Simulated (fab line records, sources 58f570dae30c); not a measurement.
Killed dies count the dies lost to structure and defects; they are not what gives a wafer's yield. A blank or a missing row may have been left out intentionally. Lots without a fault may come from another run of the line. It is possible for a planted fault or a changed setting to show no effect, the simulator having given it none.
Split-lot study | flow berkeley_cmos170 | route with 331 steps; 5 lots, 23 wafers read

== ABOUT THE SPLIT ==
At UCB170_BACKSIDE_COAT_01 (resist thk 900 nm), the setting resist_thk_nm was moved away from the recipe's 900 nm on 7 of the 23 wafers read, by -4.7% to -3.3%. For the rest of the wafers, this setting stayed at what the recipe calls for.

Reading taken at the split's own step.

== THE READING ==
KrF_of_BACKSIDE_COAT_01.thk_nm (the simulator's own value, which no gauge read), in nm, at UCB170_BACKSIDE_COAT_01 (resist thk 900 nm). The file does not state a usual value for it. The 16 wafers here that ran the recipe average 902.4 nm, standard deviation 2.4 nm.

wafer  | tool, chamber at the split | resist_thk_nm as run, nm | against the recipe | KrF_of_BACKSIDE_COAT_01.thk_nm, nm | against lot-mates on the recipe
L075.1 | litho_track-01, 0          | 866.3                    | -3.7%              | 868.4                              | -33.4
L075.2 | litho_track-01, 0          | 866.3                    | -3.7%              | 867.5                              | -34.2
L075.6 | litho_track-01, 0          | 866.3                    | -3.7%              | 867.5                              | -34.2
L075.3 | litho_track-01, 0          | 900                      | recipe             | 902.7                              | -
L075.5 | litho_track-01, 0          | 900                      | recipe             | 900.8                              | -
L080.1 | litho_track-01, 0          | 900                      | recipe             | 903.4                              | -
L080.2 | litho_track-01, 0          | 900                      | recipe             | 904.4                              | -
L080.3 | litho_track-01, 0          | 900                      | recipe             | 904.5                              | -
L080.5 | litho_track-01, 0          | 900                      | recipe             | 902.4                              | -
L080.6 | litho_track-01, 0          | 900                      | recipe             | 901.4                              | -
L077.2 | litho_track-04, 0          | 900                      | recipe             | 901.2                              | -
L077.3 | litho_track-04, 0          | 858                      | -4.7%              | 856.6                              | -44.0
L077.4 | litho_track-04, 0          | 858                      | -4.7%              | 858.3                              | -42.3
L077.5 | litho_track-04, 0          | 900                      | recipe             | 900.1                              | -
L077.6 | litho_track-04, 0          | 900                      | recipe             | 900.4                              | -
L083.1 | litho_track-02, 0          | 900                      | recipe             | 904.8                              | -
L083.3 | litho_track-02, 0          | 900                      | recipe             | 906.6                              | -
L083.4 | litho_track-02, 0          | 900                      | recipe             | 906.6                              | -
L085.2 | litho_track-04, 0          | 900                      | recipe             | 898.3                              | -
L085.3 | litho_track-04, 0          | 870.2                    | -3.3%              | 870.1                              | -29.7
L085.4 | litho_track-04, 0          | 900                      | recipe             | 898.9                              | -
L085.5 | litho_track-04, 0          | 900                      | recipe             | 902.2                              | -
L085.6 | litho_track-04, 0          | 870.2                    | -3.3%              | 870.5                              | -29.3

THE FIT
A straight line over all 23 wafers: KrF_of_BACKSIDE_COAT_01.thk_nm changes by +9.5 nm for each +1% of resist_thk_nm; r = +0.99; the points scatter about the line by 2.2 nm.
The same after taking each lot's own level away (the mean of its wafers on the recipe; 23 wafers): +9.11 nm for each +1%; r = +1.00; scatter 1.1 nm.
On that fit, the largest move of resist_thk_nm shifts the reading by 43 nm.
From 899.80 to 906.00 nm: that is the span of the lots' own levels, equal to 2.6 times the standard deviation above.
Hence the lot-to-lot level has little effect on the slope; both slopes agree.
Check: with one of the wafers moved furthest among these (-4.7%) left out of the fit, the line predicts -42.1 nm for it against its lot-mates. Against them it came out at -44 nm.

== OTHER SPLITS APPLIED TO THESE WAFERS ==
Other splits were also applied to these wafers ahead of the reading. Each is held against what the fit with the lots' levels taken away leaves over:
other split on the same wafers       | wafers away from the commonest value | r with KrF_of_BACKSIDE_COAT_01.thk_nm (lot level and that fit taken away)
UCB170_ZERO_COAT_01 resist_thk_nm    | 6                                    | -0.01
UCB170_ZERO_PEB_04 peb_temp_c        | 5                                    | -0.06
UCB170_NWELL_COAT_07 spin_rpm        | 11                                   | +0.02
UCB170_PWELL_OXIDATION_02 ox_time_s  | 15                                   | +0.10
UCB170_PFIELD_COAT_01 resist_thk_nm  | 9                                    | -0.25
UCB170_PVT_STRIP_08 overash_fraction | 10                                   | -0.32
UCB170_NSD_EXPOSE_03 dose_mj         | 7                                    | -0.11

== THE WHOLE CHAIN: every reading that the file lists as answering this split, in the file's order ==
step                     | what it does      | reading                                                                         | change (the file's fit)              | r (the file's)
UCB170_BACKSIDE_COAT_01  | resist thk 900 nm | KrF_of_BACKSIDE_COAT_01.thk_nm (the simulator's own value, which no gauge read) | +9.11 nm for each +1% of the setting | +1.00
UCB170_BACKSIDE_STRIP_03 | strips in O2      | strip_time_to_endpoint_s                                                        | withheld for each +1% of the setting | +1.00

== FILE'S OWN FIT ==
KrF_of_BACKSIDE_COAT_01.thk_nm changes by +9.11 nm for each +1% of resist_thk_nm, r = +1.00.
